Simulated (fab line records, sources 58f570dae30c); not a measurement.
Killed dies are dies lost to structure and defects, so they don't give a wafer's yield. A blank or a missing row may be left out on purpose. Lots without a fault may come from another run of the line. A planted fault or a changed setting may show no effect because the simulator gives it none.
fab line records | flow berkeley_cmos170
record lots=16 wafers=48 last_day=11
route steps=331 shown V1@254
lots that met no fault: from a run of the same line without faults
start_h: hours from the record's first day to the start of the lot's first wafer shown | wait_h: hours since the lot's step before | " the same as in the row above | L1.1+2: a row that stands for several wafers | - no value, or no start given | * or withheld: withheld | < > ~ a bound
route shown NAME@n: a module of which the file shows steps, and the number in the route of the first | usual: mean/standard deviation of fault-free wafers | same: alike in all rows | chamber/n: place in a boat | sites: the reading at each site | _std_site: their standard deviation | _edge_site: outer sites' mean less inner sites' | radius_mm: how far each site lies from the wafer's centre | mask NAME#n: copy n | behind: the tool/chamber that last shaped the wafer | hold: why the lot was held/for how many hours/how that ended | device: the transistor (n, p or np) that didn't switch | end of line: the same wafers' tests at the end of the route | a step without rows: its recipe alone | killed: dies lost to structure and defects at the first sort, not the wafer's yield | map: a wafer's dies, x killed, . not, _ none there
set.NAME: the setting as run; set.NAME@STEP: as run at that earlier step | model.NAME: the simulator's own value behind a step, which no gauge read
steps of the route over a sample of lots; a table a step, a row a wafer
services: from which hour (start_h, from the record's first day; less than 0 if before it) a tool's chamber was out of use, for how many hours, and why
## steps
# step UCB170_V1_CVD_00
# recipe material=SiO2 target_thk_nm=2000 temp_c=390 precursor=TEOS/O2 time_s=250 rf_w=550 pressure_mtorr=9000
# usual heater_power_w=268/50
# columns lot.wafer tool chamber start_h wait_h heater_power_w
L879.1 pecvd-02 0 164.98 0.0 345
L879.4 " 0 " " 258
L879.6 " 1 " " 192
L880.1 pecvd-04 1 164.98 0.0 271
L880.4 " 0 " " 219
L880.6 " 1 " " 338
L882.2 pecvd-04 0 165.13 0.2 276
L882.5 " 2 " " 238
L882.6 " 0 " " 216
L883.3 pecvd-02 0 165.13 0.2 291
L883.4 " 2 " " 279
L883.6 " 0 " " 365
L884.2 pecvd-01 0 178.16 0.0 185
L884.4 " 1 " " 355
L884.6 " 2 " " 226
L885.3 pecvd-04 2 178.16 0.0 326
L885.4 " 1 " " 243
L885.6 " 2 " " 234
L889.2 pecvd-04 0 210.02 0.0 246
L889.3 " 1 " " 291
L889.4 " 0 " " 307
L890.2 pecvd-01 2 216.61 0.0 268
L890.3 " 1 " " 343
L890.6 " 2 " " 217
L892.1 pecvd-04 2 216.61 0.0 278
L892.4 " 2 " " 233
L892.5 " 1 " " 246
L894.1 pecvd-04 2 230.21 0.0 323
L894.4 " 1 " " 246
L894.5 " 0 " " 304
L895.2 pecvd-01 0 230.21 0.0 241
L895.5 " 0 " " 160
L895.6 " 1 " " 275
L896.1 pecvd-02 0 230.21 0.0 269
L896.3 " 1 " " 274
L896.6 " 1 " " 196
L893.2 pecvd-04 0 230.36 0.2 249
L893.5 " 0 " " 308
L893.6 " 2 " " 231
L897.2 pecvd-01 1 252.61 0.0 290
L897.4 " 0 " " 234
L897.6 " 2 " " 223
L899.1 pecvd-01 2 252.77 0.2 295
L899.2 " 0 " " 230
L899.4 " 1 " " 372
L902.1 pecvd-01 1 252.92 0.3 346
L902.3 " 0 " " 227
L902.4 " 0 " " 156
# step UCB170_V1_THK_MEAS_01
# recipe reads=SiO2_of_V1_CVD_00
# usual V1_TEOS_THK=2003/25
# columns lot.wafer tool chamber start_h wait_h V1_TEOS_THK[nm]
L880.1 film_metro-04 - 165.13 0.1 1956
L880.4 " - " " 2020
L880.6 " - " " 1991
L879.1 film_metro-04 - 165.19 0.1 1978
L879.4 " - " " 1998
L879.6 " - " " 1997
L882.2 film_metro-01 - 165.30 0.1 1973
L882.5 " - " " 2003
L882.6 " - " " 1997
L883.3 film_metro-04 - 165.31 0.1 1989
L883.4 " - " " 2071
L883.6 " - " " 2017
L884.2 film_metro-01 - 178.33 0.1 2011
L884.4 " - " " 2020
L884.6 " - " " 2056
L885.3 film_metro-03 - 178.34 0.1 1998
L885.4 " - " " 1998
L885.6 " - " " 2007
L889.2 film_metro-04 - 210.19 0.1 1520
L889.3 " - " " 1543
L889.4 " - " " 1578
L892.1 film_metro-04 - 216.77 0.1 1510
L892.4 " - " " 1545
L892.5 " - " " 1549
L890.2 film_metro-01 - 216.78 0.1 1985
L890.3 " - " " 1987
L890.6 " - " " 2004
L894.1 film_metro-03 - 230.36 0.1 1550
L894.4 " - " " 1568
L894.5 " - " " 1570
L896.1 film_metro-04 - 230.36 0.1 1978
L896.3 " - " " 1982
L896.6 " - " " 2036
L895.2 film_metro-01 - 230.37 0.1 2008
L895.5 " - " " 2054
L895.6 " - " " 2013
L893.2 film_metro-03 - 230.53 0.1 1551
L893.5 " - " " 1563
L893.6 " - " " 1569
L897.2 film_metro-04 - 252.78 0.1 1971
L897.4 " - " " 2008
L897.6 " - " " 2003
L899.1 film_metro-01 - 252.92 0.1 2004
L899.2 " - " " 2015
L899.4 " - " " 2018
L902.1 film_metro-03 - 253.08 0.1 2001
L902.3 " - " " 2030
L902.4 " - " " 2039
# step UCB170_V1_THK_MEAS_04
# recipe reads=SiO2_of_V1_CVD_00
# usual V1_POLISHED_THK=1000.8/1.2
# columns lot.wafer tool chamber start_h wait_h V1_POLISHED_THK[nm]
L880.1 film_metro-01 - 165.61 0.1 997.9
L880.4 " - " " 1001.0
L880.6 " - " " 1000.1
L879.1 film_metro-01 - 165.91 0.1 1001.0
L879.4 " - " " 999.2
L879.6 " - " " 999.1
L882.2 film_metro-03 - 165.96 0.1 1001.3
L882.5 " - " " 1001.4
L882.6 " - " " 1001.7
L883.3 film_metro-04 - 166.23 0.1 1000.9
L883.4 " - " " 999.9
L883.6 " - " " 1000.9
L884.2 film_metro-03 - 178.81 0.1 1001.0
L884.4 " - " " 998.2
L884.6 " - " " 999.2
L885.3 film_metro-04 - 178.82 0.1 999.8
L885.4 " - " " 1001.5
L885.6 " - " " 1000.6
L889.2 film_metro-01 - 210.67 0.1 556.8
L889.3 " - " " 557.5
L889.4 " - " " 557.6
L890.2 film_metro-01 - 217.26 0.1 1003.7
L890.3 " - " " 1003.6
L890.6 " - " " 1003.0
L892.1 film_metro-04 - 217.55 0.1 561.7
L892.4 " - " " 560.0
L892.5 " - " " 562.6
L894.1 film_metro-01 - 230.84 0.1 560.4
L894.4 " - " " 556.5
L894.5 " - " " 558.0
L895.2 film_metro-04 - 230.85 0.1 1001.5
L895.5 " - " " 1002.3
L895.6 " - " " 1000.1
L896.1 film_metro-03 - 231.14 0.1 1000.0
L896.3 " - " " 1000.0
L896.6 " - " " 999.9
L893.2 film_metro-01 - 231.15 0.1 560.3
L893.5 " - " " 559.8
L893.6 " - " " 559.9
L897.2 film_metro-04 - 253.26 0.1 1001.3
L897.4 " - " " 1002.3
L897.6 " - " " 1001.5
L899.1 film_metro-04 - 253.55 0.1 1000.2
L899.2 " - " " 1002.0
L899.4 " - " " 999.5
L902.1 film_metro-01 - 253.85 0.1 1001.5
L902.3 " - " " 1001.4
L902.4 " - " " 1000.9
# step UCB170_V1_ETCH_14
# recipe chemistry=CHF3/CF4/Ar target=SiO2 stop_on=Al CHF3_flow_sccm=45 cf4_flow_sccm=15 Ar_flow_sccm=150 pressure_mtorr=200 rf_w=700 target_depth_a=12500 over_etch_frac=0.25 time_s=291
# usual drypump_motor_current_A=5.8/0.53 oes_product_au=0.875/0.009 throttle_valve_pct=6.98/0.13
# columns lot.wafer tool chamber start_h wait_h drypump_motor_current_A oes_product_au rf_hours_counter_h throttle_valve_pct
L880.1 rie_diel-01 0 166.96 0.0 5.9 0.865 39 6.82
L880.4 " 2 " " 5.1 0.875 114 7.03
L880.6 " 3 " " 5.5 0.885 - 6.85
L879.1 rie_diel-04 0 170.90 0.0 5.6 0.874 52 7.13
L879.4 " 1 " " 5.9 0.876 14 7.02
L879.6 " 2 " " 5.4 0.870 - 6.72
L883.3 rie_diel-01 1 170.92 0.0 5.0 0.877 9 7.05
L883.4 " 0 " " 5.9 0.868 40 6.83
L883.6 " 0 " " 5.9 0.861 - 6.81
L882.2 rie_diel-03 3 171.17 0.0 6.7 0.876 92 6.88
L882.5 " 1 " " 6.0 0.868 - 7.07
L882.6 " 0 " " 6.0 0.859 - 7.05
L885.3 rie_diel-01 2 180.16 0.0 5.1 0.879 115 7.05
L885.4 " 1 " " 5.0 0.882 10 7.03
L885.6 " 1 " " 5.0 0.879 - 7.05
L884.2 rie_diel-03 1 180.40 0.0 5.9 0.867 20 7.07
L884.4 " 0 " " 6.0 0.870 18 7.07
L884.6 " 2 " " 6.5 0.891 - 7.12
L889.2 rie_diel-03 2 212.31 0.0 6.5 0.683 132 7.11
L889.3 " 1 " " 6.0 0.667 21 7.07
L889.4 " 3 " " 6.6 0.680 95 6.86
L890.2 rie_diel-04 0 219.01 0.0 5.6 0.869 53 7.12
L890.3 " 1 " " 5.9 0.881 15 7.00
L890.6 " 2 " " 5.4 0.884 - 6.73
L892.1 rie_diel-01 1 219.54 0.0 5.0 0.671 12 7.03
L892.4 " 0 " " 5.9 0.669 42 6.81
L892.5 " 2 " " 5.1 0.678 - 7.03
L895.2 rie_diel-04 0 233.24 0.0 5.6 0.864 54 7.14
L895.5 " 0 " " 5.6 0.866 - 7.14
L895.6 " 3 " " 5.2 0.877 - 6.86
L896.1 rie_diel-01 1 233.36 0.0 5.0 0.872 12 7.06
L896.3 " 2 " " 5.1 0.878 117 7.06
L896.6 " 3 " " 5.6 0.875 - 6.83
L894.1 rie_diel-03 3 233.52 0.0 6.7 0.679 96 6.86
L894.4 " 1 " " 5.9 0.673 22 7.07
L894.5 " 1 " " 5.9 0.671 - 7.06
L893.2 rie_diel-04 1 233.76 0.0 5.9 0.672 16 6.99
L893.5 " 2 " " 5.4 0.676 - 6.70
L893.6 " 1 " " 5.9 0.680 - 6.99
L897.2 rie_diel-01 2 255.76 0.0 5.1 0.880 118 7.05
L897.4 " 1 " " 5.0 0.880 13 7.05
L897.6 " 1 " " 5.1 0.866 - 7.05
L899.1 rie_diel-03 3 255.78 0.0 6.7 0.872 97 6.87
L899.2 " 2 " " 6.5 0.884 134 7.14
L899.4 " 1 " " 5.9 0.865 23 7.07
L902.1 rie_diel-01 2 256.43 0.0 5.1 0.885 119 7.05
L902.3 " 3 " " 5.5 0.877 119 6.84
L902.4 " 1 " " 5.0 0.874 14 7.08
## services
# columns tool chamber start_h hours kind
rie_diel-03 1 193.92 3.0 repair
rie_diel-04 3 214.29 6.5 repair
pecvd-04 0 221.81 6.5 repair
pecvd-02 0 222.07 5.1 repair
rie_diel-03 2 227.47 1.5 repair
rie_diel-03 - 237.47 0.9 repair
pecvd-02 - 242.50 14.0 pm
pecvd-02 0 242.50 14.0 vent_cycle
pecvd-02 1 242.50 14.0 vent_cycle
pecvd-02 2 242.50 14.0 vent_cycle
rie_diel-03 - 245.10 4.0 pm
## key
first_sign step=UCB170_V1_THK_MEAS_01 reading=V1_TEOS_THK direction=down sigmas=18 usual=2003 struck=1551
effect step=UCB170_V1_THK_MEAS_04 reading=V1_POLISHED_THK direction=down sigmas=99+ usual=1000.8 struck=559.3
effect step=UCB170_V1_ETCH_14 reading=oes_product_au direction=down sigmas=22 usual=0.875 struck=0.675
met_at UCB170_V1_CVD_00
struck_lots L889,L892,L893,L894
sort_left_out L889.2,L889.3,L889.4,L892.1,L892.4,L892.5,L893.2,L893.5,L893.6,L894.1,L894.4,L894.5
onset_between 178.16 210.02
fault kind=site_profile_drift tool=pecvd-04 chamber=- onset_h=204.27 steps=UCB170_V1_CVD_00 basis=fraction max_abs_drift=0.50829 slope_share_per_hr=112.95 site_pattern=0,0,0,0,0,-1,-1,-1,-1
# sort_left_out: the simulated sort isn't trusted on such a fault, so these wafers' sort isn't shown, and their yield isn't known
